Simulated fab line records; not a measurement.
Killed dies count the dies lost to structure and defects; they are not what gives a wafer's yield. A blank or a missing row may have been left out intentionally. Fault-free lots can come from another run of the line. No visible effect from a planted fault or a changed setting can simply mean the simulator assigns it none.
Comparing a struck lot with a sound one	flow berkeley cmos170	16 steps out of a route of 331
Sound: wafers L780.1, L780.2, L780.5. The struck wafers were L782.1, L782.3, L782.5. The cause is named last.
At each step with rows: each side's tool, then ch and its chambers, then its first start. Under that, the readings that differ: sound wafers	struck wafers	difference of the means	sigmas: that difference in standard deviations of wafers without a fault.
alike: readings with means less than 2 such deviations apart, plus words and numbers identical on both sides. not compared: withheld readings, readings lacking a value on some wafer, bounds such as >300 that could conceal the same value, and numbers that have no deviation in the record and whose values overlap.
Wherever a step has rows on one side only, a row that says differs or no value, or a row with sigmas, the two part there. Numbers that have no deviation but don't overlap get no sigmas and don't part them. Lack of a reading on every wafer of one side parts them only where that side has two or more wafers.

UCB170_SACOX_THK_MEAS_02:
  sound: film metro-03 at day 8 00:48; struck: film metro-04 at day 8 08:55
  alike: SACOX_OXIDE_THK
then, 2 steps without rows for these wafers: UCB170_SCREENOX_WET_ETCH_00 (etches SiO2 in dHF, time 200 s); UCB170_SCREENOX_OXIDATION_01 (target thk 14.4 nm, ox time 2400 s).
UCB170_SCREENOX_THK_MEAS_02:
  sound: film metro-02 at day 8 06:38; struck: film metro-01 at day 8 13:35
  alike: SCREENOX_OXIDE_THK
then, 7 steps without rows for these wafers: UCB170_SCREENOX_ANNEAL_03 (time 900 s); UCB170_NVT_HMDS_00 (prime time 60 s); UCB170_NVT_COAT_01 (resist thk 900 nm); UCB170_NVT_SOFTBAKE_02 (time 60 s); UCB170_NVT_EXPOSE_03 (exposes mask PWELL, target cd 3000 nm); UCB170_NVT_PEB_04; UCB170_NVT_DEVELOP_05 (develop time 45 s).
UCB170_NVT_OVL_MEAS_06:
  sound: overlay-01 at day 8 13:01; struck: overlay-01 at day 8 22:01
  alike: NVT_OVL
UCB170_NVT_IMPLANT_07:
  sound on implanter-04 ch 0, day 8 13:03; struck on implanter-04 ch 0, day 8 22:05
reading	sound	struck	difference	sigmas
dose ions cm2	3.002e+12 3.005e+12 3.005e+12	4.262e+12 4.259e+12 4.261e+12	+1.257e+12	+99 or more
faraday current uA	9.39 9.40 9.67	13.91 13.19 13.36	+4.00	+21
UCB170_NVT_STRIP_08: strips in O2.
  sound on plasma asher-02 ch 0,1, day 8 13:12; struck on plasma asher-03 ch 0,1, day 8 22:14
  alike: drypump motor current A, oes product au, strip time to endpoint s
  not compared: rf hours counter h
UCB170_NVT_TW_MEAS_09:
  sound: film metro-04 at day 8 13:19; struck: film metro-02 at day 8 22:38
reading	sound	struck	difference	sigmas
NVT_TW	528 525 529	584 581 580	+54	+14
  not compared: hold
UCB170_M3_PROBE_99:
  the record holds rows for the sound wafers here (prober-01, day 10 23:30) but none for the struck ones

== WHERE THEY PART ==
At UCB170_NVT_IMPLANT_07 first; at UCB170_M3_PROBE_99 last (within this record only).

WHY: the cause the simulator had injected
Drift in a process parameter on implanter-04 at UCB170_NVT_IMPLANT_07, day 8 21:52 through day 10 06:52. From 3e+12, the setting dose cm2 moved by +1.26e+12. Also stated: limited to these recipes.
